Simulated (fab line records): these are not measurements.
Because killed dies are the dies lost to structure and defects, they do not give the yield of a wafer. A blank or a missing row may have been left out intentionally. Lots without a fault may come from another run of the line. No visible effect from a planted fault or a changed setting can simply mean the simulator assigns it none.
Split-lot study	flow rit cmos	on a route of 202 steps: 5 lots, 23 wafers read

== THE SPLIT ==
At RIT_ACTIVE_OXIDATION_01 (target thk 46.8 nm, ox time 3360 s), the setting ox time s was moved away from the recipe's 3360 s on 15 of the 23 wafers read, by -5.1% to +13.6%. All remaining wafers had this setting at the recipe value.

The file shows no step between the split and the reading.

== THE READING ==
ACTIVE_OXIDE_THK, in nm, at RIT_ACTIVE_THK_MEAS_02. Typical for fault-free wafers on this fab line: 47.2 nm, with standard deviation 0.91 nm.

wafer	tool, chamber at the split	ox time s as run, s	against the recipe	ACTIVE_OXIDE_THK, nm	against lot-mates on the recipe
L076.1	furnace-04, 0	3360	recipe	48.1	-
L076.3	furnace-04, 0	3360	recipe	47.4	-
L076.6	furnace-04, 0	3360	recipe	47.5	-
L077.1	-, -	3360	recipe	46.6	-
L077.2	-, -	3360	recipe	46.0	-
L077.3	-, -	3360	recipe	46.3	-
L077.5	-, -	3360	recipe	46.4	-
L077.6	-, -	3360	recipe	46.7	-
L081.1	-, -	3611	+7.5%	49.3	no lot-mate on the recipe
L081.2	-, -	3611	+7.5%	49.2	no lot-mate on the recipe
L081.3	-, -	3611	+7.5%	49.5	no lot-mate on the recipe
L081.4	-, -	3611	+7.5%	49.7	no lot-mate on the recipe
L081.6	-, -	3611	+7.5%	49.5	no lot-mate on the recipe
L082.2	-, -	3816	+13.6%	51.5	no lot-mate on the recipe
L082.3	-, -	3816	+13.6%	51.4	no lot-mate on the recipe
L082.4	-, -	3816	+13.6%	51.8	no lot-mate on the recipe
L082.5	-, -	3816	+13.6%	51.6	no lot-mate on the recipe
L082.6	-, -	3816	+13.6%	51.8	no lot-mate on the recipe
L085.1	-, -	3188	-5.1%	45.0	no lot-mate on the recipe
L085.3	-, -	3188	-5.1%	44.7	no lot-mate on the recipe
L085.4	-, -	3188	-5.1%	45.2	no lot-mate on the recipe
L085.5	-, -	3188	-5.1%	44.6	no lot-mate on the recipe
L085.6	-, -	3188	-5.1%	44.7	no lot-mate on the recipe

THE FIT
A straight line over all 23 wafers: ACTIVE_OXIDE_THK changes by +0.359 nm for each +1% of ox time s; r = +0.98; the points scatter about the line by 0.45 nm.
Too few moved wafers with a lot-mate on the recipe to fit a line net of each lot's own level.

== THE WHOLE CHAIN: every reading that the file lists as answering this split, in the file's order ==
step	what it does	reading	change (the file's fit)	r (the file's)
RIT_ACTIVE_OXIDATION_01	target thk 46.8 nm, ox time 3360 s	SiO2_of_ACTIVE_OXIDATION_01.thk nm (the simulator's own value, which no gauge read)	+0.36 nm for each +1% of the setting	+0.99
RIT_ACTIVE_THK_MEAS_02		ACTIVE_OXIDE_THK	+0.36 for each +1% of the setting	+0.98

== FILE'S OWN FIT ==
ACTIVE_OXIDE_THK changes by +0.36 nm for each +1% of ox time s, r = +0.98.
